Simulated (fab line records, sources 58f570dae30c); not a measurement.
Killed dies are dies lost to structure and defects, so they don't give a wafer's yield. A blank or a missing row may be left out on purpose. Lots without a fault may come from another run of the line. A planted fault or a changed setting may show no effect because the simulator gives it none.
fab line records | flow berkeley_cmos170
record lots=5 wafers=15 last_day=11
route steps=331 shown M2@272 V2@292
lots that met no fault: from a run of the same line without faults
start_h: hours from the record's first day to the start of the lot's first wafer shown | wait_h: hours since the lot's step before | " the same as in the row above | L1.1+2: a row that stands for several wafers | - no value, or no start given | * or withheld: withheld | < > ~ a bound
route shown NAME@n: a module of which the file shows steps, and the number in the route of the first | usual: mean/standard deviation of fault-free wafers | same: alike in all rows | chamber/n: place in a boat | sites: the reading at each site | _std_site: their standard deviation | _edge_site: outer sites' mean less inner sites' | radius_mm: how far each site lies from the wafer's centre | mask NAME#n: copy n | behind: the tool/chamber that last shaped the wafer | hold: why the lot was held/for how many hours/how that ended | device: the transistor (n, p or np) that didn't switch | end of line: the same wafers' tests at the end of the route | a step without rows: its recipe alone | killed: dies lost to structure and defects at the first sort, not the wafer's yield | map: a wafer's dies, x killed, . not, _ none there
set.NAME: the setting as run; set.NAME@STEP: as run at that earlier step | model.NAME: the simulator's own value behind a step, which no gauge read
lots at some steps of the route; a table a step, a row a wafer
services: from which hour (start_h, from the record's first day; less than 0 if before it) a tool's chamber was out of use, for how many hours, and why
## steps
# step UCB170_M2_SPUTTER_01
# recipe material=Al target_thk_nm=900 time_s=120 power_w=6000 chamber_pressure_pa=0.5
# usual throttle_valve_pct=30.0/1.1
# columns lot.wafer tool chamber start_h wait_h throttle_valve_pct
L075.2 pvd_sputter-02 - 167.42 0.0 29.2
L075.3 " - " " 29.9
L075.5 " - " " 29.2
L081.2 pvd_sputter-01 - 185.83 0.0 27.4
L081.4 " - " " 30.6
L081.6 " - " " 31.2
L090.1 pvd_sputter-01 - 233.71 0.0 30.2
L090.3 " - " " 31.2
L090.4 " - " " 31.0
L089.2 pvd_sputter-03 - 234.03 0.0 30.3
L089.3 " - " " 30.0
L089.6 " - " " 29.5
L094.3 pvd_sputter-01 - 256.24 0.0 30.4
L094.5 " - " " 30.5
L094.6 " - " " 30.7
# step UCB170_M2_RS_MEAS_02
# recipe thk_meas_gauge=four-point-probe reads=Al_of_M2_SPUTTER_01
# usual M2_AL_RS=0.0322/0.00036
# columns lot.wafer tool chamber start_h wait_h M2_AL_RS[ohm/sq]
L075.2 film_metro-02 - 167.53 0.1 0.0323
L075.3 " - " " 0.0325
L075.5 " - " " 0.0322
L081.2 film_metro-02 - 185.93 0.1 0.0321
L081.4 " - " " 0.0322
L081.6 " - " " 0.0320
L090.1 film_metro-04 - 233.79 0.0 0.0322
L090.3 " - " " 0.0320
L090.4 " - " " 0.0323
L089.2 film_metro-02 - 234.13 0.1 0.0323
L089.3 " - " " 0.0320
L089.6 " - " " 0.0322
L094.3 film_metro-01 - 256.37 0.1 0.0316
L094.5 " - " " 0.0315
L094.6 " - " " 0.0317
# step UCB170_M2_THK_MEAS_03
# recipe thk_meas_gauge=xrf reads=Al_of_M2_SPUTTER_01
# usual M2_AL_THK=890/9.8
# columns lot.wafer tool chamber start_h wait_h M2_AL_THK[nm]
L075.2 film_metro-02 - 167.64 0.1 888
L075.3 " - " " 884
L075.5 " - " " 887
L081.2 film_metro-02 - 186.04 0.1 894
L081.4 " - " " 893
L081.6 " - " " 900
L090.1 film_metro-04 - 233.91 0.1 901
L090.3 " - " " 895
L090.4 " - " " 888
L089.2 film_metro-02 - 234.24 0.1 883
L089.3 " - " " 889
L089.6 " - " " 886
L094.3 film_metro-01 - 256.47 0.1 904
L094.5 " - " " 899
L094.6 " - " " 903
# step UCB170_M2_HMDS_04
# recipe prime_time_s=60 prime_temp_c=100
# usual chill_plate_temp_C=23.02/0.082
# columns lot.wafer tool chamber start_h wait_h chill_plate_temp_C
L075.2 litho_track-04 0 167.71 0.1 22.81
L075.3 " 0 " " 22.90
L075.5 " 0 " " 22.89
L081.2 litho_track-04 0 186.12 0.1 22.93
L081.4 " 0 " " 23.04
L081.6 " 0 " " 23.05
L090.1 litho_track-02 0 233.97 0.1 23.00
L090.3 " 0 " " 23.08
L090.4 " 0 " " 23.24
L089.2 litho_track-04 0 234.40 0.2 23.03
L089.3 " 0 " " 23.01
L089.6 " 0 " " 22.98
L094.3 litho_track-01 0 256.85 0.4 23.02
L094.5 " 0 " " 23.02
L094.6 " 0 " " 23.09
# step UCB170_M2_COAT_05
# recipe resist=KrF spin_rpm=1500 resist_thk_nm=900
# usual chill_plate_temp_C=23.03/0.11
# columns lot.wafer tool chamber start_h wait_h chill_plate_temp_C
L075.2 litho_track-04 0 167.86 0.1 22.98
L075.3 " 0 " " 23.08
L075.5 " 0 " " 22.91
L081.2 litho_track-04 0 186.27 0.1 22.76
L081.4 " 0 " " 23.02
L081.6 " 0 " " 23.13
L090.1 litho_track-02 0 234.12 0.1 23.09
L090.3 " 0 " " 22.99
L090.4 " 0 " " 23.14
L089.2 litho_track-04 0 234.55 0.1 22.94
L089.3 " 0 " " 22.82
L089.6 " 0 " " 23.13
L094.3 litho_track-01 0 257.00 0.1 23.04
L094.5 " 0 " " 23.09
L094.6 " 0 " " 23.00
# step UCB170_M2_SOFTBAKE_06
# recipe resist=KrF temp_c=130 time_s=60
# usual chill_plate_temp_C=23.01/0.11
# columns lot.wafer tool chamber start_h wait_h chill_plate_temp_C
L075.2 litho_track-04 0 168.01 0.1 22.85
L075.3 " 0 " " 22.90
L075.5 " 0 " " 23.04
L081.2 litho_track-04 0 186.42 0.1 22.90
L081.4 " 0 " " 23.06
L081.6 " 0 " " 22.91
L090.1 litho_track-02 0 234.27 0.1 23.03
L090.3 " 0 " " 22.94
L090.4 " 0 " " 22.96
L089.2 litho_track-04 0 234.70 0.1 23.06
L089.3 " 0 " " 23.12
L089.6 " 0 " " 23.09
L094.3 litho_track-01 0 257.15 0.1 23.26
L094.5 " 0 " " 23.05
L094.6 " 0 " " 23.22
# step UCB170_M2_STRIP_07
# recipe chemistry=O2 power_w=400 pressure_mtorr=3500 platen_temp_c=withheld o2_flow_sccm=400 overash_fraction=0.5
# usual drypump_motor_current_A=5.8/0.46 oes_product_au=0.735/0.0044 strip_time_to_endpoint_s=21.95/0.065
# columns lot.wafer tool chamber start_h wait_h drypump_motor_current_A oes_product_au rf_hours_counter_h strip_time_to_endpoint_s
L075.2 plasma_asher-03 0 168.14 0.1 6.2 0.733 49 21.90
L075.3 " 1 " " 5.9 0.737 - 21.92
L075.5 " 0 " " 6.2 0.735 - 21.99
L081.2 plasma_asher-03 1 186.54 0.1 5.8 0.735 52 21.91
L081.4 " 0 " " 6.2 0.734 - 21.96
L081.6 " 1 " " 5.8 0.731 - 21.96
L090.1 plasma_asher-01 0 234.42 0.1 4.9 0.727 44 22.01
L090.3 " 1 " " 6.3 0.735 - 22.07
L090.4 " 0 " " 4.9 0.737 - 22.10
L089.2 plasma_asher-01 0 234.83 0.1 5.0 0.735 44 21.99
L089.3 " 1 " " 6.3 0.741 - 21.96
L089.6 " 0 " " 5.0 0.737 - 22.00
L094.3 plasma_asher-03 0 257.28 0.1 6.2 0.732 - 21.92
L094.5 " 0 " " 6.2 0.737 - 21.94
L094.6 " 1 " " 5.8 0.738 - 21.95
# step UCB170_M2_STRIP_08
# recipe chemistry=DMSO temp_c=80 time_s=600 material=KrF
# columns lot.wafer tool chamber start_h wait_h
L075.2+3+5 wet_bench-02 1 168.24 0.1
L081.2+4+6 wet_bench-02 0 186.64 0.1
L090.1+3+4 wet_bench-02 2 234.52 0.1
L089.2+3+6 wet_bench-02 1 234.94 0.1
L094.3+5+6 wet_bench-01 2 257.35 0.0
# step UCB170_M2_COAT_09
# recipe resist=BARC temp_c=withheld time_s=withheld spin_rpm=3000 resist_thk_nm=withheld
# usual chill_plate_temp_C=*
# columns lot.wafer tool chamber start_h wait_h chill_plate_temp_C
L075.2 litho_track-01 0 168.44 0.0 *
L075.3 " 0 " " *
L075.5 " 0 " " *
L081.2 litho_track-04 0 186.84 0.0 *
L081.4 " 0 " " *
L081.6 " 0 " " *
L090.1 litho_track-04 0 234.83 0.1 *
L090.3 " 0 " " *
L090.4 " 0 " " *
L089.2 litho_track-02 0 235.68 0.6 *
L089.3 " 0 " " *
L089.6 " 0 " " *
L094.3 litho_track-02 0 257.92 0.4 *
L094.5 " 0 " " *
L094.6 " 0 " " *
# step UCB170_M2_COAT_10
# recipe resist=KrF spin_rpm=1500 resist_thk_nm=900
# usual chill_plate_temp_C=23.00/0.11
# columns lot.wafer tool chamber start_h wait_h chill_plate_temp_C
L075.2 litho_track-01 0 - - 22.92
L075.3 " 0 " " 22.91
L075.5 " 0 " " 22.96
L081.2 litho_track-04 0 - - 23.07
L081.4 " 0 " " 23.16
L081.6 " 0 " " 23.14
L090.1 litho_track-04 0 - - 23.27
L090.3 " 0 " " 22.95
L090.4 " 0 " " 22.96
L089.2 litho_track-02 0 - - 22.87
L089.3 " 0 " " 23.01
L089.6 " 0 " " 23.01
L094.3 litho_track-02 0 - - 23.13
L094.5 " 0 " " 22.99
L094.6 " 0 " " 22.94
# step UCB170_M2_SOFTBAKE_11
# recipe resist=KrF temp_c=130 time_s=60
# usual chill_plate_temp_C=23.02/0.11
# columns lot.wafer tool chamber start_h wait_h chill_plate_temp_C
L075.2 litho_track-01 0 - - 23.08
L075.3 " 0 " " 22.81
L075.5 " 0 " " 23.05
L081.2 litho_track-04 0 - - 22.93
L081.4 " 0 " " 23.15
L081.6 " 0 " " 23.19
L090.1 litho_track-04 0 - - 22.94
L090.3 " 0 " " 22.84
L090.4 " 0 " " 22.70
L089.2 litho_track-02 0 - - 23.03
L089.3 " 0 " " 22.99
L089.6 " 0 " " 23.10
L094.3 litho_track-02 0 - - 23.10
L094.5 " 0 " " 23.06
L094.6 " 0 " " 22.99
# step UCB170_M2_EXPOSE_12
# recipe mask_id=METAL2 target_cd_nm=700 na=0.5 sigma_outer=0.6 source_shape=conventional dose_mj=26
# usual stage_vel_mm_s=500.04/0.25
# columns lot.wafer tool chamber start_h wait_h mask stage_vel_mm_s
L075.2 krf_scanner-01 0 168.88 - METAL2#0 500.09
L075.3 " 0 " " METAL2#0 500.06
L075.5 " 0 " " METAL2#0 500.00
L081.2 krf_scanner-01 0 187.42 - METAL2#0 500.21
L081.4 " 0 " " METAL2#0 499.98
L081.6 " 0 " " METAL2#0 499.54
L090.1 krf_scanner-02 0 235.40 - METAL2#0 499.99
L090.3 " 0 " " METAL2#0 499.97
L090.4 " 0 " " METAL2#0 500.27
L089.2 krf_scanner-02 0 236.13 - METAL2#0 500.07
L089.3 " 0 " " METAL2#0 500.10
L089.6 " 0 " " METAL2#0 500.21
L094.3 krf_scanner-02 0 258.57 - METAL2#0 499.98
L094.5 " 0 " " METAL2#0 500.34
L094.6 " 0 " " METAL2#0 500.21
# step UCB170_M2_PEB_13
# recipe peb_temp_c=129.3 peb_time_s=withheld resist=KrF
# usual chill_plate_temp_C=23.00/0.12
# columns lot.wafer tool chamber start_h wait_h chill_plate_temp_C
L075.2 litho_track-02 0 169.00 0.1 23.30
L075.3 " 0 " " 23.12
L075.5 " 0 " " 23.15
L081.2 litho_track-01 0 187.73 0.3 23.06
L081.4 " 0 " " 22.94
L081.6 " 0 " " 23.00
L090.1 litho_track-01 0 235.84 0.4 22.95
L090.3 " 0 " " 22.94
L090.4 " 0 " " 22.83
L089.2 litho_track-02 0 236.41 0.3 22.86
L089.3 " 0 " " 23.06
L089.6 " 0 " " 22.89
L094.3 litho_track-04 0 259.07 0.5 22.77
L094.5 " 0 " " 22.93
L094.6 " 0 " " 23.05
# step UCB170_M2_DEVELOP_14
# recipe developer=TMAH develop_time_s=45 resist=KrF dev_temp_c=21
# usual chill_plate_temp_C=23.00/0.11
# columns lot.wafer tool chamber start_h wait_h chill_plate_temp_C
L075.2 litho_track-02 0 - - 22.82
L075.3 " 0 " " 22.92
L075.5 " 0 " " 22.80
L081.2 litho_track-01 0 - - 23.12
L081.4 " 0 " " 22.94
L081.6 " 0 " " 22.98
L090.1 litho_track-01 0 - - 22.92
L090.3 " 0 " " 23.09
L090.4 " 0 " " 23.07
L089.2 litho_track-02 0 - - 22.89
L089.3 " 0 " " 22.98
L089.6 " 0 " " 22.96
L094.3 litho_track-04 0 - - 23.17
L094.5 " 0 " " 23.08
L094.6 " 0 " " 23.08
# step UCB170_M2_CD_MEAS_15
# recipe target_cd_nm=700
# usual cd_nm=700.2/1.3
# columns lot.wafer tool chamber start_h wait_h cd_nm
L075.2 cd_sem-02 - 169.27 - 698.5
L075.3 " - " " 699.1
L075.5 " - " " 700.3
L081.2 cd_sem-01 - 188.00 - 699.1
L081.4 " - " " 699.4
L081.6 " - " " 699.9
L090.1 cd_sem-01 - 236.12 - 700.6
L090.3 " - " " 700.3
L090.4 " - " " 700.0
L089.2 cd_sem-02 - 236.68 - 701.0
L089.3 " - " " 701.9
L089.6 " - " " 701.2
L094.3 cd_sem-02 - 259.33 - 699.9
L094.5 " - " " 699.7
L094.6 " - " " 701.0
# step UCB170_M2_OVL_MEAS_16
# usual M2_OVL=3/5.3
# columns lot.wafer tool chamber start_h wait_h M2_OVL[nm]
L075.2 overlay-01 - 169.38 0.1 3
L075.3 " - " " -2
L075.5 " - " " -3
L081.2 overlay-02 - 188.11 0.1 -3
L081.4 " - " " -2
L081.6 " - " " 3
L090.1 overlay-01 - 236.24 0.1 -1
L090.3 " - " " 1
L090.4 " - " " -2
L089.2 overlay-01 - 236.79 0.1 -4
L089.3 " - " " -2
L089.6 " - " " -5
L094.3 overlay-01 - 259.42 0.1 -3
L094.5 " - " " 3
L094.6 " - " " 4
# step UCB170_M2_ETCH_17
# recipe chemistry=N2/H2 target_depth_a=withheld overetch_a=withheld target=BARC time_s=withheld source_w=500 bias_w=100 pressure_mtorr=30 n2_flow_sccm=100 h2_flow_sccm=200
# usual drypump_motor_current_A=5.8/0.55 oes_product_au=1.000/0.012 throttle_valve_pct=13.38/0.19
# columns lot.wafer tool chamber start_h wait_h drypump_motor_current_A oes_product_au throttle_valve_pct
L075.2 rie_diel-04 2 169.41 0.0 5.4 0.996 13.04
L075.3 " 0 " " 5.6 0.997 13.58
L075.5 " 2 " " 5.4 0.997 13.04
L081.2 rie_diel-04 0 188.14 0.0 5.6 1.001 13.58
L081.4 " 3 " " 5.2 1.013 13.27
L081.6 " 1 " " 5.9 1.011 13.50
L090.1 rie_diel-03 3 236.27 0.0 6.7 0.990 13.22
L090.3 " 1 " " 5.9 0.966 13.54
L090.4 " 0 " " 6.0 0.984 13.47
L089.2 rie_diel-04 2 236.82 0.0 5.4 0.998 13.05
L089.3 " 0 " " 5.6 0.997 13.58
L089.6 " 3 " " 5.2 0.990 13.27
L094.3 rie_diel-04 1 259.45 0.0 5.9 1.002 13.49
L094.5 " 2 " " 5.4 0.991 13.05
L094.6 " 3 " " 5.2 1.007 13.25
# step UCB170_M2_METAL_ETCH_18
# recipe chemistry=Cl2/BCl3 target=Al stop_on=SiO2 pressure_mtorr=12 target_depth_a=11700 over_etch_frac=0.3 time_s=195 icp_w=600 bias_w=120 Cl2_flow_sccm=90 bcl3_flow_sccm=45
# usual drypump_motor_current_A=5.53/0.29 oes_product_au=0.859/0.019 throttle_valve_pct=24.49/0.22
# columns lot.wafer tool chamber start_h wait_h drypump_motor_current_A oes_product_au rf_hours_counter_h throttle_valve_pct
L075.2 rie_metal-04 0 169.45 - 5.40 0.877 2.1 24.67
L075.3 " 1 " " 5.06 0.880 - 24.42
L075.5 " 0 " " 5.40 0.876 - 24.67
L081.2 rie_metal-04 0 188.18 - 5.40 0.885 2.8 24.67
L081.4 " 0 " " 5.40 0.882 - 24.66
L081.6 " 1 " " 5.06 0.869 - 24.43
L090.1 rie_metal-04 0 236.32 - 5.43 0.879 3.8 24.67
L090.3 " 0 " " 5.38 0.878 - 24.67
L090.4 " 1 " " 5.09 0.878 - 24.43
L089.2 rie_metal-02 1 236.86 - 5.85 0.875 3.2 24.05
L089.3 " 0 " " 5.37 0.843 - 24.64
L089.6 " 0 " " 5.34 0.838 - 24.66
L094.3 rie_metal-02 0 259.55 - 5.35 0.851 - 24.66
L094.5 " 0 " " 5.36 0.844 - 24.64
L094.6 " 1 " " 5.82 0.881 - 24.04
# step UCB170_M2_STRIP_19
# recipe chemistry=O2 power_w=400 pressure_mtorr=3500 platen_temp_c=withheld o2_flow_sccm=400 overash_fraction=0.5
# usual drypump_motor_current_A=5.7/0.52 oes_product_au=0.535/0.022
# columns lot.wafer tool chamber start_h wait_h drypump_motor_current_A oes_product_au rf_hours_counter_h
L075.2 plasma_asher-01 1 169.64 0.1 6.4 0.508 37
L075.3 " 1 " " 6.3 0.501 -
L075.5 " 0 " " 4.9 0.521 -
L081.2 plasma_asher-01 0 188.37 0.1 4.9 0.510 39
L081.4 " 0 " " 5.0 0.503 -
L081.6 " 1 " " 6.4 0.506 -
L090.1 plasma_asher-03 1 236.50 0.1 5.8 0.505 58
L090.3 " 0 " " 6.2 0.506 -
L090.4 " 1 " " 5.8 0.505 -
L089.2 plasma_asher-01 1 237.05 0.1 6.4 0.553 45
L089.3 " 1 " " 6.4 0.540 -
L089.6 " 1 " " 6.4 0.547 -
L094.3 plasma_asher-04 1 259.71 0.1 5.3 0.538 -
L094.5 " 0 " " 5.7 0.542 -
L094.6 " 1 " " 5.3 0.556 -
# step UCB170_M2_CD_MEAS_90
# recipe target_cd_nm=700
# usual cd_nm=699.0/2.8
# columns lot.wafer tool chamber start_h wait_h cd_nm
L075.2 cd_sem-02 - 169.76 0.1 694.8
L075.3 " - " " 696.3
L075.5 " - " " 695.8
L081.2 cd_sem-01 - 188.49 0.1 695.4
L081.4 " - " " 697.7
L081.6 " - " " 696.7
L090.1 cd_sem-01 - 236.60 0.1 697.8
L090.3 " - " " 696.7
L090.4 " - " " 693.9
L089.2 cd_sem-01 - 237.17 0.1 698.3
L089.3 " - " " 701.7
L089.6 " - " " 700.2
L094.3 cd_sem-01 - 259.82 0.1 698.5
L094.5 " - " " 696.2
L094.6 " - " " 700.9
# step UCB170_V2_CVD_00
# recipe material=SiO2 target_thk_nm=2000 temp_c=390 precursor=TEOS/O2 time_s=250 rf_w=550 pressure_mtorr=9000
# usual heater_power_w=265/51
# columns lot.wafer tool chamber start_h wait_h heater_power_w
L075.2 pecvd-03 2 169.86 0.1 315
L075.3 " 0 " " 284
L075.5 " 1 " " 193
L081.2 pecvd-03 0 188.59 0.1 261
L081.4 " 2 " " 237
L081.6 " 0 " " 327
L090.1 pecvd-04 1 236.72 0.1 342
L090.3 " 2 " " 329
L090.4 " 0 " " 216
L089.2 pecvd-01 0 237.27 0.1 235
L089.3 " 1 " " 360
L089.6 " 2 " " 300
L094.3 pecvd-03 0 259.90 0.1 304
L094.5 " 1 " " 199
L094.6 " 2 " " 239
# step UCB170_V2_THK_MEAS_01
# recipe reads=SiO2_of_V2_CVD_00
# usual V2_TEOS_THK=2004/26
# columns lot.wafer tool chamber start_h wait_h V2_TEOS_THK[nm]
L075.2 film_metro-03 - 170.02 0.1 1973
L075.3 " - " " 2000
L075.5 " - " " 2030
L081.2 film_metro-01 - 188.75 0.1 2036
L081.4 " - " " 2024
L081.6 " - " " 2061
L090.1 film_metro-03 - 236.88 0.1 1979
L090.3 " - " " 2023
L090.4 " - " " 2032
L089.2 film_metro-01 - 237.43 0.1 1970
L089.3 " - " " 1977
L089.6 " - " " 1998
L094.3 film_metro-02 - 260.07 0.1 2018
L094.5 " - " " 2002
L094.6 " - " " 2021
# step UCB170_V2_CMP_02
# recipe material=SiO2 down_force_psi=6 platen_rpm=60 pad_velocity_m_s=0.75398
# usual head_pressure_psi=5.998/0.012 motor_current_A=16.0/1.5 platen_rpm=60.01/0.045 retaining_ring_pressure_frac=1.000/0.0041
# columns lot.wafer tool chamber start_h wait_h head_pressure_psi motor_current_A platen_rpm retaining_ring_pressure_frac
L075.2 cmp-02 3 170.07 0.0 6.010 15.5 60.00 0.992
L075.3 " 1 " " 6.001 13.8 60.06 1.002
L075.5 " 3 " " 5.986 16.8 60.03 0.994
L081.4 cmp-02 1 188.85 0.1 5.994 13.8 60.03 1.001
L081.2 " 3 " " 5.982 15.9 59.92 1.000
L081.6 " 0 " " 5.994 18.2 60.00 0.999
L090.4 cmp-02 1 236.94 0.0 5.983 14.4 60.01 0.998
L090.1 " 3 " " 5.991 16.3 60.10 1.004
L090.3 " 0 " " 6.019 17.6 59.99 1.002
L089.3 cmp-02 2 237.48 0.0 6.007 17.0 60.06 1.005
L089.2 " 0 " " 6.008 19.2 60.00 1.006
L089.6 " 3 " " 6.001 16.5 60.08 1.000
L094.3 cmp-02 2 260.26 0.2 5.992 17.3 60.02 0.994
L094.6 " 3 " " 6.004 16.4 59.96 0.997
L094.5 " 0 " " 6.008 17.9 60.08 1.003
# step UCB170_V2_BOW_MEAS_03
# recipe mode=bow
# usual V2_BOW=37/7.8
# columns lot.wafer tool chamber start_h wait_h V2_BOW[um]
L075.2 film_metro-01 - 170.39 0.3 52
L075.3 " - " " 40
L075.5 " - " " 44
L081.2 film_metro-02 - 189.12 0.1 28
L081.4 " - " " 16
L081.6 " - " " 33
L090.1 film_metro-02 - 237.24 0.1 48
L090.3 " - " " 42
L090.4 " - " " 29
L089.2 film_metro-02 - 237.80 0.2 38
L089.3 " - " " 39
L089.6 " - " " 34
L094.3 film_metro-01 - 260.45 0.1 37
L094.5 " - " " 27
L094.6 " - " " 34
# step UCB170_V2_THK_MEAS_04
# recipe reads=SiO2_of_V2_CVD_00
# usual V2_POLISHED_THK=1000.6/1.2
# columns lot.wafer tool chamber start_h wait_h V2_POLISHED_THK[nm]
L075.2 film_metro-01 - 170.50 0.1 1000.3
L075.3 " - " " 1000.5
L075.5 " - " " 1000.8
L081.2 film_metro-02 - 189.23 0.1 997.5
L081.4 " - " " 999.3
L081.6 " - " " 999.9
L090.1 film_metro-02 - 237.36 0.1 1000.4
L090.3 " - " " 999.9
L090.4 " - " " 1001.6
L089.2 film_metro-02 - 237.91 0.1 1001.3
L089.3 " - " " 1001.4
L089.6 " - " " 1001.4
L094.3 film_metro-01 - 260.55 0.1 1001.2
L094.5 " - " " 1000.0
L094.6 " - " " 999.2
# step UCB170_V2_CLEAN_05
# recipe chemistry=DIW
# columns lot.wafer tool chamber start_h wait_h
L075.2+3+5 wet_bench-02 2 170.55 0.0
L081.2+4+6 wet_bench-02 1 189.30 0.1
L090.1+3+4 wet_bench-03 2 237.42 0.1
L089.2+3+6 wet_bench-03 2 237.96 0.0
L094.3+5+6 wet_bench-02 3 260.59 0.0
# step UCB170_V2_HMDS_06
# recipe prime_time_s=60 prime_temp_c=100
# usual chill_plate_temp_C=23.00/0.1
# columns lot.wafer tool chamber start_h wait_h chill_plate_temp_C
L075.2 litho_track-04 0 171.04 0.3 23.01
L075.3 " 0 " " 22.99
L075.5 " 0 " " 23.05
L081.2 litho_track-01 0 189.83 0.4 23.21
L081.4 " 0 " " 23.03
L081.6 " 0 " " 23.13
L090.1 litho_track-03 0 238.17 0.6 22.85
L090.3 " 0 " " 22.92
L090.4 " 0 " " 23.12
L089.2 litho_track-04 0 238.39 0.2 23.06
L089.3 " 0 " " 22.90
L089.6 " 0 " " 23.21
L094.3 litho_track-04 0 260.83 0.1 22.97
L094.5 " 0 " " 23.07
L094.6 " 0 " " 23.00
# step UCB170_V2_COAT_07
# recipe resist=KrF spin_rpm=1500 resist_thk_nm=900
# usual chill_plate_temp_C=23.01/0.11
# columns lot.wafer tool chamber start_h wait_h chill_plate_temp_C
L075.2 litho_track-04 0 171.19 0.1 23.00
L075.3 " 0 " " 22.95
L075.5 " 0 " " 23.02
L081.2 litho_track-01 0 189.98 0.1 23.12
L081.4 " 0 " " 23.03
L081.6 " 0 " " 23.10
L090.1 litho_track-03 0 238.32 0.1 22.91
L090.3 " 0 " " 22.94
L090.4 " 0 " " 22.93
L089.2 litho_track-04 0 238.54 0.1 23.06
L089.3 " 0 " " 23.16
L089.6 " 0 " " 23.10
L094.3 litho_track-04 0 260.98 0.1 23.06
L094.5 " 0 " " 22.89
L094.6 " 0 " " 22.90
# step UCB170_V2_SOFTBAKE_08
# recipe resist=KrF temp_c=130 time_s=60
# usual chill_plate_temp_C=22.99/0.11
# columns lot.wafer tool chamber start_h wait_h chill_plate_temp_C
L075.2 litho_track-04 0 171.34 0.1 23.10
L075.3 " 0 " " 23.06
L075.5 " 0 " " 22.88
L081.2 litho_track-01 0 190.13 0.1 22.96
L081.4 " 0 " " 23.14
L081.6 " 0 " " 23.09
L090.1 litho_track-03 0 238.47 0.1 22.94
L090.3 " 0 " " 23.00
L090.4 " 0 " " 22.80
L089.2 litho_track-04 0 238.69 0.1 22.85
L089.3 " 0 " " 22.89
L089.6 " 0 " " 22.97
L094.3 litho_track-04 0 261.13 0.1 23.01
L094.5 " 0 " " 23.01
L094.6 " 0 " " 22.81
# step UCB170_V2_EXPOSE_09
# recipe mask_id=VIA2 target_cd_nm=700 na=0.5 sigma_outer=0.6 source_shape=conventional dose_mj=37
# usual stage_vel_mm_s=499.98/0.26
# columns lot.wafer tool chamber start_h wait_h mask stage_vel_mm_s
L075.2 krf_scanner-01 0 171.61 0.2 VIA2#0 500.15
L075.3 " 0 " " VIA2#0 499.99
L075.5 " 0 " " VIA2#0 499.59
L081.2 krf_scanner-02 0 190.40 0.2 VIA2#0 499.84
L081.4 " 0 " " VIA2#0 499.80
L081.6 " 0 " " VIA2#0 500.02
L090.1 krf_scanner-02 0 238.74 0.2 VIA2#0 499.97
L090.3 " 0 " " VIA2#0 500.24
L090.4 " 0 " " VIA2#0 499.96
L089.2 krf_scanner-01 0 239.12 0.4 VIA2#0 499.54
L089.3 " 0 " " VIA2#0 500.04
L089.6 " 0 " " VIA2#0 499.41
L094.3 krf_scanner-02 0 261.27 0.1 VIA2#0 500.13
L094.5 " 0 " " VIA2#0 499.66
L094.6 " 0 " " VIA2#0 500.13
# step UCB170_V2_PEB_10
# recipe peb_temp_c=131.1 peb_time_s=withheld resist=KrF
# usual chill_plate_temp_C=23.03/0.099
# columns lot.wafer tool chamber start_h wait_h chill_plate_temp_C
L075.2 litho_track-03 0 171.73 0.1 23.15
L075.3 " 0 " " 23.02
L075.5 " 0 " " 23.03
L081.2 litho_track-03 0 190.68 0.3 23.04
L081.4 " 0 " " 22.93
L081.6 " 0 " " 22.94
L090.1 litho_track-04 0 239.09 0.3 23.05
L090.3 " 0 " " 23.03
L090.4 " 0 " " 23.06
L089.2 litho_track-04 0 239.39 0.3 23.01
L089.3 " 0 " " 22.85
L089.6 " 0 " " 22.85
L094.3 litho_track-01 0 261.47 0.2 23.04
L094.5 " 0 " " 23.01
L094.6 " 0 " " 23.09
# step UCB170_V2_DEVELOP_11
# recipe developer=TMAH develop_time_s=45 resist=KrF dev_temp_c=21
# usual chill_plate_temp_C=23.03/0.1
# columns lot.wafer tool chamber start_h wait_h chill_plate_temp_C
L075.2 litho_track-03 0 - - 23.07
L075.3 " 0 " " 23.03
L075.5 " 0 " " 23.05
L081.2 litho_track-03 0 - - 23.01
L081.4 " 0 " " 22.90
L081.6 " 0 " " 22.97
L090.1 litho_track-04 0 - - 22.94
L090.3 " 0 " " 22.96
L090.4 " 0 " " 23.08
L089.2 litho_track-04 0 - - 23.21
L089.3 " 0 " " 23.10
L089.6 " 0 " " 22.98
L094.3 litho_track-01 0 - - 23.00
L094.5 " 0 " " 23.12
L094.6 " 0 " " 22.72
# step UCB170_V2_CD_MEAS_12
# recipe target_cd_nm=700
# usual cd_nm=700.4/1.4
# columns lot.wafer tool chamber start_h wait_h cd_nm
L075.2 cd_sem-02 - 172.00 - 700.2
L075.3 " - " " 700.3
L075.5 " - " " 702.1
L081.2 cd_sem-01 - 191.03 - 700.7
L081.4 " - " " 700.5
L081.6 " - " " 701.2
L090.1 cd_sem-02 - 239.37 - 700.6
L090.3 " - " " 699.5
L090.4 " - " " 699.9
L089.2 cd_sem-02 - 239.66 - 699.8
L089.3 " - " " 700.8
L089.6 " - " " 701.7
L094.3 cd_sem-01 - 261.78 - 700.1
L094.5 " - " " 700.1
L094.6 " - " " 700.4
# step UCB170_V2_OVL_MEAS_13
# usual V2_OVL=-1/5.7
# columns lot.wafer tool chamber start_h wait_h V2_OVL[nm]
L075.2 overlay-01 - 172.10 0.1 -9
L075.3 " - " " -10
L075.5 " - " " -7
L081.2 overlay-01 - 191.13 0.1 5
L081.4 " - " " 3
L081.6 " - " " 4
L090.1 overlay-02 - 239.49 0.1 -7
L090.3 " - " " -9
L090.4 " - " " -6
L089.2 overlay-02 - 239.77 0.1 18
L089.3 " - " " 14
L089.6 " - " " 13
L094.3 overlay-02 - 261.87 0.1 4
L094.5 " - " " 0
L094.6 " - " " -6
## services
# columns tool chamber start_h hours kind
pecvd-03 0 149.50 - clean
pecvd-03 1 149.50 - clean
pecvd-03 2 149.50 - clean
krf_scanner-02 - 171.85 0.8 pm
krf_scanner-01 - 182.35 1.3 pm
rie_diel-03 1 193.92 3.0 repair
krf_scanner-01 - 200.27 2.0 repair
krf_scanner-01 - 207.01 1.0 pm
krf_scanner-01 - 208.85 0.8 pm
krf_scanner-02 - 210.17 1.0 pm
rie_diel-04 3 214.29 6.5 repair
pecvd-04 0 221.81 6.5 repair
rie_diel-03 2 227.47 1.5 repair
krf_scanner-02 - 228.49 1.3 pm
rie_diel-03 - 237.47 0.9 repair
krf_scanner-02 - 238.93 0.7 repair
rie_metal-02 - 241.89 2.8 pm
krf_scanner-01 - 242.23 3.9 repair
rie_diel-03 - 245.10 4.0 pm
plasma_asher-03 - 247.57 6.7 repair
wet_bench-03 - 250.91 2.9 repair
wet_bench-01 - 258.98 0.7 repair
rie_diel-03 - 261.06 4.3 pm
## key
fault none
